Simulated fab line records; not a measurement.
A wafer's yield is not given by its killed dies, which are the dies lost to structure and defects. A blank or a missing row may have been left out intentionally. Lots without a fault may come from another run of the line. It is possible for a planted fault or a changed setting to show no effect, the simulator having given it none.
Chamber matching + flow berkeley cmos170 + 4 sister chambers for UCB170_V1_CMP_02 on cmp-01
The step polishes SiO2. 16 wafers are shown with their chamber, then 8 later ones without.

EACH WAFER AND ITS CHAMBER
| wafer  | chamber | motor current A (A) |
|--------|---------|---------------------|
| L917.3 | 0       | 16.6                |
| L917.4 | 2       | 16.1                |
| L917.6 | 2       | 16.3                |
| L916.3 | 1       | 15.8                |
| L916.5 | 3       | 15.0                |
| L916.6 | 0       | 16.0                |
| L919.1 | 0       | 16.6                |
| L919.3 | 3       | 14.7                |
| L919.4 | 2       | 15.8                |
| L922.2 | 1       | 14.6                |
| L922.3 | 2       | 15.9                |
| L922.4 | 3       | 15.4                |
| L923.1 | 3       | 15.5                |
| L923.4 | 0       | 17.0                |
| L923.5 | 0       | 16.2                |
| L928.2 | 0       | 16.2                |

SIGNATURES (means of the wafers above)
| reading         | chamber 0 | chamber 1 | chamber 2 | chamber 3 | scatter within a chamber |
|-----------------|-----------|-----------|-----------|-----------|--------------------------|
| motor current A | 16.433    | 15.200    | 16.025    | 15.150    | 0.403                    |
Rule: a wafer lies at a distance from a chamber equal to the root of the sum of squares, over the readings, of (its reading less the chamber's mean, divided by the reading's scatter). The wafer belongs to the nearest chamber; if the next one is less than 2 further off, it can't be placed. The scatter: take each reading less its chamber's mean, square it, sum over the shown wafers, divide by the number of wafers less the number of chambers, and take the root.

WAFERS MISSING THEIR CHAMBER
| wafer  | motor current A (A) |
|--------|---------------------|
| L928.5 | 15.0                |
| L928.6 | 16.5                |
| L930.3 | 14.9                |
| L930.4 | 15.0                |
| L930.5 | 17.0                |
| L934.2 | 15.8                |
| L934.4 | 15.3                |
| L934.5 | 16.6                |

CHAMBER TAKEN BY EACH
| wafer  | from the rows above               | in truth |
|--------|-----------------------------------|----------|
| L928.5 | can't be placed: 3 or 1           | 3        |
| L928.6 | can't be placed: 0 or 2           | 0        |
| L930.3 | can't be placed: 3 or 1           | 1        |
| L930.4 | can't be placed: 3 or 1           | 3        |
| L930.5 | can't be placed: 0 or 2           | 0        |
| L934.2 | can't be placed: 2 or 1 or 0 or 3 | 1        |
| L934.4 | can't be placed: 1 or 3 or 2      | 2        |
| L934.5 | can't be placed: 0 or 2           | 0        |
Placed correctly: 0 of 8. From these rows, 8 cannot be placed; in 8 the true chamber is one of the candidates. Placed wrongly: 0.
